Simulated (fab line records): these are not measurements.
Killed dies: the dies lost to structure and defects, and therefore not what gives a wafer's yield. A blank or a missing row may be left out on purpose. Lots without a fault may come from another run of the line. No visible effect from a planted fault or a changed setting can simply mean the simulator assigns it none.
Which tool was responsible?    flow berkeley cmos170    21 wafers from 7 lots sampled at 3 of the route's 331 steps

## WHAT THE GAUGES READ, wafer by wafer
UCB170_SDANNEAL_RS_MEAS_05: the measuring method here is four-point-probe.
lot   measured      on             NLDD_RS (ohm/sq)
L886  day 6 19:44   film metro-02  615.8 618.0 617.0
L888  day 7 07:50   film metro-03  614.2 614.5 614.3
L892  day 8 10:01   film metro-02  618.0 615.8 617.4
L893  day 8 10:38   film metro-02  617.4 615.0 617.3
L896  day 9 07:46   film metro-02  614.9 616.4 616.3
L900  day 10 10:21  film metro-01  615.4 615.4 615.3
L906  day 11 03:02  film metro-02  603.0 604.2 604.4

## TOOL THAT RAN EACH LOT (tool first, then ch and the chambers of the sampled wafers, then the start)
lot   UCB170_NLDD_IMPLANT_09           UCB170_NLDD_STRIP_10
L886  implanter-01 ch 0, day 6 09:59   plasma asher-02 ch 0,1, day 6 10:08
L888  implanter-01 ch 0, day 6 19:05   plasma asher-03 ch 0,1, day 6 19:13
L892  implanter-03 ch 0, day 8 01:26   plasma asher-02 ch 1, day 8 01:33
L893  implanter-01 ch 0, day 8 01:31   plasma asher-04 ch 0,1, day 8 01:40
L896  implanter-01 ch 0, day 8 20:11   plasma asher-02 ch 0,1, day 8 20:20
L900  implanter-01 ch 0, day 9 22:49   plasma asher-02 ch 0, day 9 22:56
L906  implanter-01 ch 0, day 10 14:44  plasma asher-03 ch 0,1, day 10 14:53
- UCB170_NLDD_IMPLANT_09
- UCB170_NLDD_STRIP_10: strips in O2.

## THE ANSWER, worked out from the rows above alone
Rule: usual is defined by the lots themselves. Put in order of their means at a reading, lots are off if they are a third of the lots or fewer, leave a main group of 4 or more, and stand apart from it by a gap of 3 or more times the standard deviation of the main group's means; of several such gaps the widest counts. The tables above print the reading to a certain number of digits; a main group whose means all agree to those digits is not used. A lot without any number at a reading at which 4 lots or more have one is off too. The other lots that the step has rows for count as sound.
Off: at UCB170_SDANNEAL_RS_MEAS_05 (NLDD_RS), L906. The main group has a mean of 616.0 ohm/sq with a standard deviation of 0.96.
A tool fits if, at a process step before that reading, it ran every lot that is off, and no sound lot after the first of them. The gauges at UCB170_SDANNEAL_RS_MEAS_05 are tried like those tools. Can't be told from this: 3 tools fit, implanter-01 at UCB170_NLDD_IMPLANT_09, plasma asher-03 at UCB170_NLDD_STRIP_10, film metro-02 at UCB170_SDANNEAL_RS_MEAS_05.

## WHAT THE SIMULATOR PUT IN
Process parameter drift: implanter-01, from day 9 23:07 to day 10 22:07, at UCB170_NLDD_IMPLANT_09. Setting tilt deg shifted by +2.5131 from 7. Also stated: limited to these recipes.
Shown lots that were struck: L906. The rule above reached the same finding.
